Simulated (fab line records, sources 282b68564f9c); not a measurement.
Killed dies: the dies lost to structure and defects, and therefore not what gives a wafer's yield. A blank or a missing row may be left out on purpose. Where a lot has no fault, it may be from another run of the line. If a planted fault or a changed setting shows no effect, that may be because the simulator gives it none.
A lot that was struck, set against a sound lot || flow ritCmos || 15 steps out of a route of 202
Sound: the wafers L831.1, L831.4, L831.6. Wafers struck: L843.1, L843.3, L843.4. The cause is named last.
At each step with rows: each side's tool, then ch and its chambers, then its first start. Under that, the readings that differ: sound wafers || struck wafers || difference of the means || sigmas: that difference in standard deviations of wafers without a fault.
alike: readings whose means differ by less than 2 such deviations, and words and numbers that are the same on both sides. not compared: withheld readings, readings that some wafer has no value for, bounds like >300 that may hide the same value, and numbers for which the record gives no deviation and whose values overlap.
Wherever a step has rows on one side only, a row that says differs or no value, or a row with sigmas, the two part there. Numbers that don't overlap but have no deviation are shown without sigmas and don't part them. Lack of a reading on every wafer of one side parts them only where that side has two or more wafers.

RIT_CONTACT_STRIP_12: strips in O2, time 180 s.
  sound on plasmaAsher-02 ch 0,1, day 3 19:58; struck on plasmaAsher-04 ch 0,1, day 6 03:52
  alike: drypumpMotorCurrentA, o2FlowSccm
  not compared: rfHoursCounterH
RIT_CONTACT_CD_MEAS_90: target cd 1000 nm.
  sound: cdSem-02 at day 3 20:08; struck: cdSem-01 at day 6 04:02
  alike: cdNm
then, 2 steps without rows for these wafers: RIT_CONTACT_CLEAN_13 (cleans in SC1, time 600 s); RIT_CONTACT_CLEAN_14 (cleans in SC2, time 600 s).
RIT_M1_SPUTTER_00: material Al, target thk 400 nm, time 500 s.
  sound: pvdSputter-02 at day 3 20:37; struck: pvdSputter-01 at day 6 04:30
  alike: cathodeDcPowerW, substrateTempC, throttleValvePct
RIT_M1_RS_MEAS_01: uses a four-point probe to measure.
  sound: filmMetro-04 at day 3 20:55; struck: filmMetro-01 at day 6 04:48
  alike: M1_AL_RS
RIT_M1_THK_MEAS_02: measures by xrf.
  sound: filmMetro-04 at day 3 21:02; struck: filmMetro-01 at day 6 04:55
  alike: M1_AL_THK
then, 2 steps without rows for these wafers: RIT_M1_HMDS_03 (prime time 60 s); RIT_M1_COAT_04 (resist thk 1300 nm).
RIT_M1_SOFTBAKE_05: time 61.98 s.
  sound on lithoTrack-04 ch 0, day 3 21:23; struck on lithoTrack-04 ch 0, day 6 05:17
  alike: plateSensorTCentreC, plateSensorTEdgeC
then, 2 steps without rows for these wafers: RIT_M1_EXPOSE_06 (exposes mask M12, target cd 2600 nm); RIT_M1_PEB_07.
RIT_M1_DEVELOP_08: develop time 68 s.
  sound on lithoTrack-02 ch 0, day 3 21:00; struck on lithoTrack-03 ch 0, day 6 05:00
{"reading": "developerTempC (C)", "sound": "22.88 22.87 22.83", "struck": "22.39 22.30 22.28", "difference": -0.54, "sigmas": -5}
RIT_M1_CD_MEAS_09: target cd 2600 nm.
  sound: cdSem-01 at day 3 22:05; struck: cdSem-02 at day 6 05:59
{"reading": "cdNm (nm)", "sound": "2602.4 2602.1 2602.6", "struck": "2595.6 2599.2 2597.7", "difference": -4.9, "sigmas": -2}
RIT_M1_PROBE_99:
  sound: prober-02 at day 4 00:59; struck: prober-01 at day 6 08:56
{"reading": "model.etest.capPGate.cMinFfUm2", "sound": "2.313 2.3 2.313", "struck": "2.349 2.328 2.319", "difference": "+0.023", "sigmas": ""}
{"reading": "model.etest.diodePplusComb.cjFfUm2", "sound": "2.051 2.057 2.05", "struck": "1.995 1.985 1.998", "difference": -0.060, "sigmas": ""}
{"reading": "model.etest.pmos_0p15.vtLongV (V)", "sound": "-0.5815 -0.5818 -0.5807", "struck": "-0.5632 -0.5559 -0.5692", "difference": "+0.0186", "sigmas": ""}
  alike: killedAtContacts, killedAtFrontEnd, killedDies, killedOnRim, killedOpen, killedShort
  not compared: model.etest.contactToGate.bvLeftV, model.etest.contactToGate.bvRightV

== WHERE THEY PART ==
Earliest at RIT_M1_DEVELOP_08; latest, in this record, at RIT_M1_CD_MEAS_09. Later steps at which nothing parts them and some readings are alike: RIT_M1_PROBE_99.

WHY: whatever the simulator had introduced
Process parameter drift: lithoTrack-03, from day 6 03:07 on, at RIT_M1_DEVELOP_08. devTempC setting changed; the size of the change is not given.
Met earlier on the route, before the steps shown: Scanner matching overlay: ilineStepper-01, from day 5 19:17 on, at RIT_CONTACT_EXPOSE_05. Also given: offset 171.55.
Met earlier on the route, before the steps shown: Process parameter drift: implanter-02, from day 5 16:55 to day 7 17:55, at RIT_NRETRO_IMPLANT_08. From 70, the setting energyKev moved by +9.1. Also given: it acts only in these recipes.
